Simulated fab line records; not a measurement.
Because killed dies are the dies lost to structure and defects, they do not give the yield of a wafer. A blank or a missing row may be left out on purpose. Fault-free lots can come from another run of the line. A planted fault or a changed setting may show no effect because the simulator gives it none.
fab line records | flow rit-cmos
record: lots: 6 wafers: 18 last-day: 7
route steps=202 shown GATE@83 M1@202
lots untouched by any fault: they come from a run of this same line in which no faults occurred
start-h: the number of hours between the record's first day and the start of the first shown wafer of the lot | wait-h: hours since the lot's step before | " unchanged from the row above | L1.1+2: a row that stands for several wafers | - either no value or no given start | * or withheld: withheld | < > ~ a bound
route shown NAME@n: a module of which the file shows steps, and the number in the route of the first | usual: mean/standard deviation of fault-free wafers | same: alike in all rows | chamber/n: place in a boat | sites: readings site by site | _std_site: the values' standard deviation | _edge_site: inner sites' mean taken away from outer sites' mean | radius-mm: how far each site lies from the wafer's centre | mask NAME#n: copy n | behind: the tool/chamber that last shaped the wafer | hold: what put the lot on hold/how long, in hours/how the hold closed | device: transistor that didn't switch, given as n, p or np | end of line: at the end of the route, the tests of the same wafers | a step given without rows: its recipe and nothing more | killed: the dies lost at the first sort to structure and to defects; this is not the yield of the wafer | map: dies across one wafer; x = killed, . = not, _ = none there
set.NAME: the setting as run; set.NAME@STEP: as run at that earlier step | model.NAME: the simulator's own value behind a step, which no gauge read
lots at some steps of the route; a table a step, a row a wafer
services: from which hour (start-h, from the record's first day; less than 0 if before it) a tool's chamber was out of use, for how many hours, and why
== steps ==
step: RIT_GATE_THK_MEAS_07
recipe: reads: SiO2_of_GATE_OXIDATION_05
usual: GATE_OXIDE_THK: 3.05/0.061
columns lot.wafer tool chamber start-h wait-h GATE_OXIDE_THK[nm]
L682.2 film-metro-04 - 56.12 0.0 3.04
L682.4 " - " " 3.09
L682.6 " - " " 3.06
L684.1 film-metro-03 - 66.13 0.0 3.00
L684.5 " - " " 2.97
L684.6 " - " " 2.93
L692.1 film-metro-03 - 106.53 0.0 2.92
L692.4 " - " " 3.04
L692.6 " - " " 3.04
L693.1 film-metro-01 - 112.00 0.0 3.14
L693.3 " - " " 3.06
L693.6 " - " " 3.05
L699.2 film-metro-03 - 142.41 0.0 3.05
L699.3 " - " " 3.03
L699.4 " - " " 3.07
L701.2 film-metro-03 - 154.87 0.0 3.13
L701.3 " - " " 3.17
L701.4 " - " " 3.26
step: RIT_GATE_CVD_08
recipe: material: poly-Si target-thk-nm: 250 temp-c: 610 precursor: SiH4 time-s: 2220 pressure-mtorr: 300 sih4-flow-sccm: 100
step: RIT_GATE_THK_MEAS_09
recipe: reads: poly-Si_of_GATE_CVD_08
usual: GATE_POLY_THK: 250.8/2.8
columns lot.wafer tool chamber start-h wait-h GATE_POLY_THK[nm]
L682.2 film-metro-01 - 57.80 0.0 251.8
L682.4 " - " " 250.5
L682.6 " - " " 249.9
L684.1 film-metro-01 - 67.81 0.0 254.3
L684.5 " - " " 251.5
L684.6 " - " " 249.9
L692.1 film-metro-04 - 108.21 0.0 251.6
L692.4 " - " " 252.6
L692.6 " - " " 253.6
L693.1 film-metro-01 - 113.68 0.0 244.8
L693.3 " - " " 246.5
L693.6 " - " " 248.0
L699.2 film-metro-01 - 144.68 0.0 249.4
L699.3 " - " " 249.1
L699.4 " - " " 247.5
L701.2 film-metro-04 - 156.55 0.0 256.2
L701.3 " - " " 254.5
L701.4 " - " " 256.7
step: RIT_GATE_HMDS_10
recipe: prime-time-s: 60 prime-temp-c: 140
step: RIT_GATE_COAT_11
recipe: resist: NOVOLAK spin-rpm: 4250 resist-thk-nm: 850
step: RIT_GATE_SOFTBAKE_12
recipe: resist: NOVOLAK temp-c: 90 time-s: 60
step: RIT_GATE_EXPOSE_13
recipe: mask-id: M6 na: 0.6 source-shape: conventional sigma-outer: 0.6 target-cd-nm: 150 dose-mj: 380
step: RIT_GATE_PEB_14
recipe: resist: NOVOLAK temp-c: withheld time-s: withheld
step: RIT_GATE_DEVELOP_15
recipe: resist: NOVOLAK develop-time-s: 50 dev-temp-c: 23
step: RIT_GATE_CD_MEAS_16
recipe: target-cd-nm: 150
usual: cd-nm: 150.8/2.3
columns lot.wafer tool chamber start-h wait-h cd-nm
L682.2 cd-sem-01 - 58.84 - 151.6
L682.4 " - " " 154.2
L682.6 " - " " 153.2
L684.1 cd-sem-01 - 68.72 - 153.3
L684.5 " - " " 151.8
L684.6 " - " " 151.1
L692.1 cd-sem-01 - 109.23 - 152.8
L692.4 " - " " 151.7
L692.6 " - " " 154.8
L693.1 cd-sem-01 - 114.62 - 150.3
L693.3 " - " " 151.8
L693.6 " - " " 148.7
L699.2 cd-sem-02 - 145.69 - 149.2
L699.3 " - " " 151.8
L699.4 " - " " 150.2
L701.2 cd-sem-01 - 157.47 - 148.4
L701.3 " - " " 149.8
L701.4 " - " " 148.9
step: RIT_GATE_OVL_MEAS_17
usual: GATE_OVL: 0.5/1.5
columns lot.wafer tool chamber start-h wait-h GATE_OVL[nm]
L682.2 overlay-01 - 58.95 0.1 -2.9
L682.4 " - " " -1.4
L682.6 " - " " -1.0
L684.1 overlay-01 - 68.84 0.1 -1.2
L684.5 " - " " -0.6
L684.6 " - " " 0.8
L692.1 overlay-01 - 109.35 0.1 -1.0
L692.4 " - " " -2.6
L692.6 " - " " -2.0
L693.1 overlay-02 - 114.74 0.1 -0.9
L693.3 " - " " -0.7
L693.6 " - " " -1.3
L699.2 overlay-02 - 145.79 0.1 0.9
L699.3 " - " " -0.8
L699.4 " - " " 0.6
L701.2 overlay-01 - 157.58 0.1 -0.2
L701.3 " - " " 0.0
L701.4 " - " " -0.7
step: RIT_GATE_HARDBAKE_18
recipe: resist: NOVOLAK temp-c: 140 time-s: 60
step: RIT_GATE_ETCH_19
recipe: chemistry: SF6/CHF3/O2 time-s: 165 SF6_flow_sccm: 30 CHF3_flow_sccm: 30 O2_flow_sccm: 5 target: poly-Si pressure-mtorr: 40 rf-w: 160 target-depth-a: 3125 over-etch-frac: 0.25 stop-on: SiO2
usual: CHF3_flow_sccm: 29.97/0.094 O2_flow_sccm: 5.001/0.014 SF6_flow_sccm: 29.99/0.074 drypump-motor-current-A: 5.5/0.44 he-backside-leak-sccm: 2.8/0.36 oes-product-au: 0.847/0.014 over-etch-frac: 0.25/0 rf-fwd-power-W: 159.2/0.53 throttle-valve-pct: 10.15/0.14
columns lot.wafer tool chamber start-h wait-h CHF3_flow_sccm O2_flow_sccm SF6_flow_sccm drypump-motor-current-A he-backside-leak-sccm oes-product-au over-etch-frac rf-fwd-power-W rf-hours-counter-h throttle-valve-pct model.NOVOLAK_of_GATE_COAT_11.thk-nm
L682.2 rie-si-02 3 59.13 0.1 30.12 5.027 29.99 5.1 2.2 0.872 0.25 159.3 58 10.18 670.7
L682.4 " 2 " " 30.00 5.009 29.95 5.9 2.3 0.849 0.25 159.2 2 10.08 667.6
L682.6 " 1 " " 30.12 4.999 29.94 5.5 2.9 0.836 0.25 159.9 - 10.24 669.6
L684.1 rie-si-02 3 69.26 0.1 29.91 5.015 30.04 5.1 2.8 0.879 0.25 159.5 58 10.15 674.8
L684.5 " 2 " " 29.89 5.012 29.93 5.9 2.5 0.853 0.25 159.1 - 10.06 673.5
L684.6 " 3 " " 29.80 5.000 29.96 5.2 2.5 0.871 0.25 159.3 - 10.16 673.2
L692.1 rie-si-02 2 109.54 0.1 29.86 4.995 29.99 5.9 2.6 0.849 0.25 158.9 3 10.07 671.3
L692.4 " 1 " " 29.87 4.990 29.98 5.6 2.9 0.849 0.25 159.3 66 10.24 667.7
L692.6 " 0 " " 29.95 4.993 30.05 5.9 2.5 0.845 0.25 159.4 - 10.10 670.9
L693.1 rie-si-01 1 114.99 0.1 29.92 5.028 30.03 4.8 3.2 0.844 0.25 159.7 125 10.42 668.4
L693.3 " 2 " " 30.13 4.963 29.91 6.1 2.9 0.834 0.25 158.5 136 10.16 673.9
L693.6 " 1 " " 29.96 5.021 29.92 4.8 3.1 0.851 0.25 159.8 - 10.43 668.3
L699.2 rie-si-01 1 145.97 0.1 30.01 4.996 30.01 4.8 2.9 0.969 0.05 159.2 126 10.43 688.7
L699.3 " 3 " " 29.95 5.013 29.96 5.4 3.1 0.945 0.05 159.9 0 9.97 686.1
L699.4 " 2 " " 29.88 5.003 30.07 6.2 2.8 0.943 0.05 158.9 136 10.17 688.3
L701.2 rie-si-01 0 157.84 0.1 29.92 4.989 30.12 5.2 2.7 0.969 0.05 160.5 37 10.01 680
L701.3 " 3 " " 29.94 5.008 29.89 5.4 3.4 0.951 0.05 159.1 0 9.98 684.8
L701.4 " 1 " " 29.88 5.007 29.98 4.8 3.0 0.974 0.05 159.4 126 10.43 686.2
step: RIT_GATE_STRIP_20
recipe: chemistry: O2 time-s: 180 resist: NOVOLAK platen-temp-c: withheld power-w: 500 pressure-mtorr: 4000 o2-flow-sccm: 4000
usual: drypump-motor-current-A: 5.7/0.52
columns lot.wafer tool chamber start-h wait-h drypump-motor-current-A rf-hours-counter-h
L682.2 plasma-asher-04 0 59.23 0.1 6.0 43
L682.4 " 1 " " 5.2 -
L682.6 " 0 " " 6.0 -
L684.1 plasma-asher-04 1 69.37 0.1 5.2 44
L684.5 " 1 " " 5.2 -
L684.6 " 0 " " 5.9 -
L692.1 plasma-asher-01 0 109.65 0.1 6.6 47
L692.4 " 1 " " 6.1 -
L692.6 " 1 " " 6.0 -
L693.1 plasma-asher-04 1 115.10 0.1 5.2 48
L693.3 " 0 " " 5.9 -
L693.6 " 0 " " 5.9 -
L699.2 plasma-asher-04 1 146.08 0.1 5.2 52
L699.3 " 1 " " 5.2 -
L699.4 " 0 " " 5.9 -
L701.2 plasma-asher-01 0 157.95 0.1 6.6 52
L701.3 " 1 " " 6.0 -
L701.4 " 0 " " 6.6 -
step: RIT_M1_PROBE_99
columns lot.wafer tool chamber start-h wait-h model.etest.poly-comb-over-steps.leak-log10-a-um model.etest.poly-comb-over-steps.over-limit model.etest.antenna-poly.vt-shift-v
L682.2 prober-01 - 79.16 0.1 -12.71 0 -0.007914
L682.4 prober-01 - 79.26 0.2 -12.75 0 -0.006297
L682.6 prober-01 - 79.36 0.2 -12.59 0 -0.008569
L684.1 prober-01 - 92.10 0.1 -12.7 0 -0.005263
L684.5 prober-01 - 92.30 0.2 -12.79 0 -0.007004
L684.6 prober-01 - 92.35 0.2 -12.76 0 -0.004164
L692.1 prober-01 - 130.95 0.1 -12.71 0 -0.007799
L692.4 prober-01 - 131.10 0.2 -12.46 0 -0.008728
L692.6 prober-01 - 131.20 0.2 -12.8 0 -0.008436
L693.1 prober-02 - 134.38 0.1 -12.74 0 -0.008561
L693.3 prober-02 - 134.48 0.2 -12.76 0 -0.004387
L693.6 prober-02 - 134.63 0.2 -12.79 0 -0.009637
L699.2 prober-02 - 167.32 0.1 - 1 -0.005478
L699.3 prober-02 - 167.37 0.2 -4.026 0 -0.003869
L699.4 prober-02 - 167.42 0.2 - 1 -0.002029
L701.2 prober-02 - 178.95 0.1 -5.107 0 -0.004531
L701.3 prober-02 - 179.00 0.2 - 1 -0.001507
L701.4 prober-02 - 179.05 0.2 - 1 -0.0006926
killed by level:class
L682.2 GATE:geometric-particle:open=4 FOX1:geometric-particle:open=2 GATE:geometric-particle:short=2 SPACER:geometric-particle:open=1
L682.4 GATE:geometric-particle:short=3 GATE:geometric-particle:open=1 SPACER:geometric-particle:open=1
L682.6 REOX:geometric-particle:open=2 FOX1:geometric-particle:short=1 FOX2:geometric-particle:open=1 GATE:geometric-particle:open=1
L684.1 FOX2:geometric-particle:short=1 GATE:geometric-particle:short=1 REOX:geometric-particle:open=1 SPACER:geometric-particle:open=1
L684.5 GATE:geometric-particle:short=3 FOX1:geometric-particle:short=1 GATE:geometric-particle:open=1 SILICIDE:geometric-particle:open=1 SILICIDE:geometric-particle:short=1
L684.6 FOX1:geometric-particle:short=1 GATE:geometric-particle:open=1 GATE:geometric-particle:short=1
L692.1 GATE:geometric-particle:short=2 REOX:geometric-particle:open=1
L692.4 GATE:geometric-particle:open=1 GATE:geometric-particle:short=1 SPACER:geometric-particle:short=1 SILICIDE:geometric-particle:open=1
L692.6 FOX1:geometric-particle:short=1 GATE:geometric-particle:open=1 SPACER:geometric-particle:short=1 SILICIDE:geometric-particle:short=1 M1:geometric-particle:open=1
L693.1 GATE:geometric-particle:open=3 FOX2:geometric-particle:open=1 FOX2:geometric-particle:short=1 GATE:geometric-particle:short=1 SILICIDE:geometric-particle:open=1 SILICIDE:geometric-particle:short=1
L693.3 FOX1:geometric-particle:short=1 FOX1:geometric-particle:open=1 FOX2:geometric-particle:open=1 FOX2:geometric-particle:short=1 SPACER:geometric-particle:open=1
L693.6 GATE:geometric-particle:short=1 SPACER:geometric-particle:short=1 SILICIDE:geometric-particle:open=1
== services ==
columns tool chamber start-h hours kind
rie-si-01 0 41.28 4.1 repair
rie-si-02 0 45.85 2.5 repair
plasma-asher-04 - 52.09 2.0 repair
plasma-asher-04 - 81.01 2.8 pm
rie-si-01 3 102.13 - clean
rie-si-01 3 102.13 14.0 scheduled-down
rie-si-01 3 102.13 14.0 vent-cycle
== key ==
first-sign: step: RIT_GATE_ETCH_19 reading: over-etch-frac direction: down sigmas: 99+ usual: 0.25 struck: 0.05
effect: step: RIT_GATE_ETCH_19 reading: oes-product-au direction: up sigmas: 7.9 usual: 0.847 struck: 0.958
model-effect: step: RIT_GATE_ETCH_19 value: NOVOLAK_of_GATE_COAT_11.thk-nm without: 672.3 struck: 685.7
model-effect: step: RIT_M1_PROBE_99 value: etest.poly-comb-over-steps.leak-log10-a-um without: -12.78 struck: -4.566
met-at RIT_GATE_ETCH_19
struck-wafers L699.2,L699.3,L699.4,L701.2,L701.3,L701.4
sort-left-out L699.2,L699.3,L699.4,L701.2,L701.3,L701.4
tester-left-out L699,L701
onset-between 114.99 145.97
fault: kind: process-parameter-drift tool: rie-si-01 chamber: - onset-h: 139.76 steps: RIT_GATE_ETCH_19 channel: over-etch-frac offset: -0.2 shape: step end-h: 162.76 stated: 0.25
tester-left-out: of these lots the tester's yield and bins aren't shown, on N5 and GAA mostly nor the transistor test; their killed dies are dies lost to structure and defects alone, not to doping, threshold or leakage, so they don't give the yield
sort-left-out: the simulated sort isn't trusted on such a fault, so these wafers' sort isn't shown, and their yield isn't known
